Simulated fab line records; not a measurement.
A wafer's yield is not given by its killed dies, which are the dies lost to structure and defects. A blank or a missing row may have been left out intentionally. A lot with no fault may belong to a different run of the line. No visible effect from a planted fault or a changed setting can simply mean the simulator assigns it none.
2 desks, one fault	flow rit cmos	only its own numbers are on each desk; what lay behind them is given at the end

## THE METROLOGY DESK
Means of the sampled wafers that have a number, per lot and without regard to the tool the lot ran on: this is what the gauges read. Marked OUT: a lot whose mean sits more than 4 standard deviations from the usual mean, which makes it out of limits; the brackets give that distance.
Columns: A = GATE_OVL at RIT_GATE_OVL_MEAS_17, usual 0.2 nm; B = NSD_OVL at RIT_NSD_OVL_MEAS_06, usual 0.9 nm
lot	first seen here	A	B
L615	day 2 23:11	-1.5	2.6
L616	day 3 06:29	-0.2	1.1
L617	day 3 06:46	2.1	1.7
L618	day 3 10:46	0.6	1.2
L620	day 4 02:36	3.1	-0.1
L622	day 4 08:08	0.9	0.7
L623	day 4 15:16	-0.6	-0.8
L624	day 4 15:32	1.7	1.4
L626	day 5 01:47	-1.2	-1.0
L629	day 5 15:10	-0.8	0.4
L635	day 6 23:07	-0.5	0.7
L636	day 7 04:15	0.3	0.9
L637	day 7 07:44	-0.4	1.1
This desk's finding: nothing out of limits on any of the 13 lots.

## AT THE TOOL OWNER'S DESK: rie diel-02
The tool's own readings at RIT_SPACER_ETCHBACK_05 (etches Si3N4 in SF6/CHF3, stops on SiO2, target depth 250 nm, time 240 s): means of the sampled wafers that have a number, for each lot that ran on this tool. Marked OUT: a lot whose mean sits more than 4 standard deviations from the usual mean, which makes it out of limits; the brackets give that distance.
Columns: A = drypump motor current A at RIT_SPACER_ETCHBACK_05, usual 5.7 A; B = oes product au at RIT_SPACER_ETCHBACK_05, usual 0.851 a.u.; C = rf fwd power W at RIT_SPACER_ETCHBACK_05, usual 249.2 W; D = throttle valve pct at RIT_SPACER_ETCHBACK_05, usual 10.22 %
lot	first seen here	A	B	C	D
L616	day 3 17:56	5.6	0.852	249.1	10.38
L620	day 4 12:32	5.9	0.841	249.7	10.34
L622	day 4 18:05	5.7	0.842	249.0	10.29
L623	day 5 00:05	5.7	0.829	249.5	10.30
L626	day 5 11:51	5.5	0.849	249.7	10.26
L629	day 6 00:55	5.3	0.854	262.8 (+16) OUT	10.34
Finding of this desk: L629 out of limits; the first was L629 at day 6 00:55, on rf fwd power W at RIT_SPACER_ETCHBACK_05. L616, L620, L622, L623, L626: within limits.

## PUT TOGETHER
On L629, at day 6 00:55, an alarm was possible from the tool owner's desk.
At the metrology desk, nothing out of limits was observed.
The metrology desk has L629 on record, within its limits.
All the named lots went through RIT_SPACER_ETCHBACK_05 on rie diel-02.

## WHAT THE SIMULATOR HAD INSERTED
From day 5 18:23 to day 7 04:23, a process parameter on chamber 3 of rie diel-02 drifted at RIT_SPACER_ETCHBACK_05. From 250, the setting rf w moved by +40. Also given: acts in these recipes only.
Shown lots that were struck: L629.
Time in hours from fault onset to the first out-of-limits reading at each desk: the tool owner's desk, 7.
